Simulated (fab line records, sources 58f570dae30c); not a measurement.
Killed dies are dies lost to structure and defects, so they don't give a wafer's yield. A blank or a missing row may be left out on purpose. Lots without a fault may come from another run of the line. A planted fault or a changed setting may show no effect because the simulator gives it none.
A struck lot beside a sound one | flow berkeley_cmos170 | 23 steps out of a route of 331
Sound: wafers L315.2, L315.4, L315.6. Struck: wafers L321.1, L321.3, L321.6. The cause comes at the end.
At each step with rows: each side's tool, then ch and its chambers, then its first start. Under that, the readings that differ: sound wafers | struck wafers | difference of the means | sigmas: that difference in standard deviations of wafers without a fault.
alike: readings whose means differ by less than 2 such deviations, and words and numbers that are the same on both sides. not compared: withheld readings, readings that some wafer has no value for, bounds like >300 that may hide the same value, and numbers for which the record gives no deviation and whose values overlap.
The two part at a step that has a row with sigmas, a row that says differs or no value, or rows on one side only. Numbers that don't overlap but have no deviation are shown without sigmas and don't part them. A reading that every wafer of one side lacks parts them only if that side has two wafers or more.

UCB170_SILICIDE_RTA_04: time 15 s.
  sound on rtp_anneal-02 ch 0, day 7 20:16; struck on rtp_anneal-02 ch 0, day 9 07:02
  alike: lamp_power_pct, wafer_temp_C_max
then, 3 steps without rows for these wafers: UCB170_SILICIDE_WET_ETCH_05 (etches Ti in SPM, time 45 s); UCB170_CONTACT_CLEAN_00 (cleans in SPM, time 600 s); UCB170_CONTACT_CVD_01 (deposits PSG from SiH4/O2/PH3, target thk 700 nm, time 2820 s).
UCB170_CONTACT_THK_MEAS_02:
  sound on film_metro-01, day 7 22:55; struck on film_metro-02, day 9 09:56
  alike: CONTACT_PSG_THK
then, 3 steps without rows for these wafers: UCB170_CONTACT_HMDS_03 (prime time 60 s); UCB170_CONTACT_COAT_04 (resist thk 900 nm); UCB170_CONTACT_SOFTBAKE_05 (time 60 s).
UCB170_CONTACT_STRIP_06: strips in O2.
  sound on plasma_asher-02 ch 0,1, day 7 23:32; struck on plasma_asher-02 ch 0,1, day 9 10:26
  alike: drypump_motor_current_A, oes_product_au, strip_time_to_endpoint_s
  not compared: rf_hours_counter_h
then, 1 step without rows for these wafers: UCB170_CONTACT_CLEAN_07 (cleans in SPM, time 600 s).
UCB170_CONTACT_RTA_08: time 10 s.
  sound on rtp_anneal-01 ch 0, day 8 01:00; struck on rtp_anneal-01 ch 0, day 9 10:43
  alike: lamp_power_pct, wafer_temp_C_max
then, 1 step without rows for these wafers: UCB170_CONTACT_COAT_09.
UCB170_CONTACT_COAT_10: resist thk 900 nm.
  sound on litho_track-01 ch 0, day 8 01:00; struck on litho_track-01 ch 0, day 9 10:00
  reading                                  | sound                | struck               | difference | sigmas
  spin_speed_rpm (rpm)                     | 1497.1 1500.6 1499.5 | 1367.2 1365.4 1367.6 | -132.3     | -99 or more
  model.KrF_of_CONTACT_COAT_10.thk_nm (nm) | 897.9 896.5 895.5    | 939.4 941.2 941.4    | +44.0      |
  alike: dispense_pressure_kPa
then, 4 steps without rows for these wafers: UCB170_CONTACT_SOFTBAKE_11 (time 60 s); UCB170_CONTACT_EXPOSE_12 (exposes mask CONT, target cd 700 nm); UCB170_CONTACT_PEB_13; UCB170_CONTACT_DEVELOP_14 (develop time 45 s).
UCB170_CONTACT_CD_MEAS_15: target cd 700 nm.
  sound on cd_sem-01, day 8 02:24; struck on cd_sem-02, day 9 13:12
  alike: cd_nm
UCB170_CONTACT_OVL_MEAS_16:
  sound on overlay-02, day 8 02:30; struck on overlay-02, day 9 13:19
  alike: CONTACT_OVL
UCB170_CONTACT_ETCH_17: etches BARC in N2/H2.
  sound on rie_diel-04 ch 0,1,3, day 8 02:32; struck on rie_diel-02 ch 0,2,3, day 9 13:21
  alike: drypump_motor_current_A, oes_product_au, throttle_valve_pct
UCB170_CONTACT_ETCH_18: etches PSG in CHF3/CF4/Ar, stops on TiSi2, target depth 840 nm, time 195 s.
  sound on rie_diel-04 ch 0,1,3; struck on rie_diel-02 ch 0,2,3
  reading                                  | sound           | struck            | difference | sigmas
  model.KrF_of_CONTACT_COAT_10.thk_nm (nm) | 686 690.1 687.3 | 729.6 733.3 734.7 | +44.7      |
  alike: drypump_motor_current_A, oes_product_au, throttle_valve_pct
  not compared: rf_hours_counter_h
UCB170_CONTACT_STRIP_19: strips in O2.
  sound on plasma_asher-02 ch 0,1, day 8 02:42; struck on plasma_asher-04 ch 0,1, day 9 13:31
  alike: drypump_motor_current_A, oes_product_au
  not compared: rf_hours_counter_h
UCB170_M3_PROBE_99:
  the record has rows for the struck wafers here (prober-02, day 10 04:49) and none for the sound ones

WHERE THEY PART
First at UCB170_CONTACT_COAT_10; last, within this record, at UCB170_M3_PROBE_99.

WHY: what the simulator had put in
Process parameter drift: litho_track-01, from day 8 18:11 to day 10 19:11, at UCB170_CONTACT_COAT_10. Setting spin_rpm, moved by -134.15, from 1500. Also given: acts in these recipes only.
